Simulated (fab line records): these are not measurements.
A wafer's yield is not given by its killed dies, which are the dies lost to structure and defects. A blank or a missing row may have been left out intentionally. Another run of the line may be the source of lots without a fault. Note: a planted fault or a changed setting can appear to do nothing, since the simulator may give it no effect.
Struck lot and sound lot, side by side -- flow rit_cmos -- 21 steps out of a route of 202
Sound: the wafers L685.2, L685.3, L685.6. The struck wafers were L700.1, L700.5, L700.6. At the end, the cause is stated.
For every step that has rows: the tool of each side, followed by ch and its chambers, followed by its first start. Under that, the readings that differ: sound wafers -- struck wafers -- difference of the means -- sigmas: that difference in standard deviations of wafers without a fault.
alike: same words and numbers on both sides, and readings whose means sit less than 2 such deviations apart. not compared: any withheld reading, any reading some wafer has no value for, any bound like >300 that may hide the same value, and any number with overlapping values for which the record gives no deviation.
A row with sigmas, a row that says differs or no value, or rows on one side alone: a step with any of these is where the two part. Numbers that have no deviation but don't overlap get no sigmas and don't part them. A reading that every wafer of one side lacks parts them only if that side has two wafers or more.

first, 6 steps without rows for these wafers: RIT_NLDD_HMDS_00 (prime time 60 s); RIT_NLDD_COAT_01 (resist thk 988.5 nm); RIT_NLDD_SOFTBAKE_02 (time 60 s); RIT_NLDD_EXPOSE_03 (exposes mask M7, target cd 40700 nm); RIT_NLDD_PEB_04; RIT_NLDD_DEVELOP_05 (develop time 50 s).
RIT_NLDD_OVL_MEAS_06:
  sound on overlay-01 at day 3 14:12; struck on overlay-01 at day 7 08:28
  alike: NLDD_OVL
then, 2 steps without rows for these wafers: RIT_NLDD_HARDBAKE_07 (time 60 s); RIT_NLDD_IMPLANT_08.
RIT_NLDD_STRIP_09: strips in O2, time 180 s.
  sound on plasma_asher-02 ch 0,1, day 3 14:32; struck on plasma_asher-01 ch 0,1, day 7 08:49
  alike: drypump_motor_current_A
  not compared: rf_hours_counter_h
RIT_NLDD_TW_MEAS_10:
  sound on film_metro-01 at day 3 14:43; struck on film_metro-01 at day 7 08:59
  alike: NLDD_TW
then, 1 step without rows for these wafers: RIT_PLDD_HMDS_00 (prime time 60 s).
RIT_PLDD_COAT_01: resist thk 1000 nm.
  sound on litho_track-03 ch 0, day 3 14:56; struck on litho_track-03 ch 0, day 7 09:11
reading,sound,struck,difference,sigmas
spin_speed_rpm (rpm),3249.5 3248.1 3250.2,3172.0 3170.3 3171.8,-77.9,-34
model.NOVOLAK_of_PLDD_COAT_01.thk_nm (nm),997.5 996.8 996.9,1016 1016 1016,+19,
  alike: dispense_pressure_kPa
then, 4 steps without rows for these wafers: RIT_PLDD_SOFTBAKE_02 (time 60 s); RIT_PLDD_EXPOSE_03 (exposes mask M8, target cd 40900 nm); RIT_PLDD_PEB_04; RIT_PLDD_DEVELOP_05 (develop time 50 s).
RIT_PLDD_OVL_MEAS_06:
  sound on overlay-01 at day 3 15:37; struck on overlay-01 at day 7 10:01
  alike: PLDD_OVL
RIT_PLDD_HARDBAKE_07: time 60 s.
  sound on litho_track-02 ch 0, day 3 15:41; struck on litho_track-02 ch 0, day 7 10:04
reading,sound,struck,difference,sigmas
model.NOVOLAK_of_PLDD_COAT_01.thk_nm (nm),881.5 880.9 881,897.5 898.2 897.9,+16.7,
  alike: heater_power_total_W
then, 1 step without rows for these wafers: RIT_PLDD_IMPLANT_08.
RIT_M1_PROBE_99:
  sound on prober-02 at day 4 05:51; struck on prober-01 at day 8 00:03
reading,sound,struck,difference,sigmas
killed_at_M0_to_M3,0 1 0,0 0 0,+0,-4
  alike: killed_at_contacts, killed_at_front_end, killed_dies, killed_open, killed_short

## WHERE THEY PART
Earliest at RIT_PLDD_COAT_01; latest, in this record, at RIT_M1_PROBE_99.

WHY: what had been put in by the simulator
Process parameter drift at RIT_PLDD_COAT_01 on litho_track-03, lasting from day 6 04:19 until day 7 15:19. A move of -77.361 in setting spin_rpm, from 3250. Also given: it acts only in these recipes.
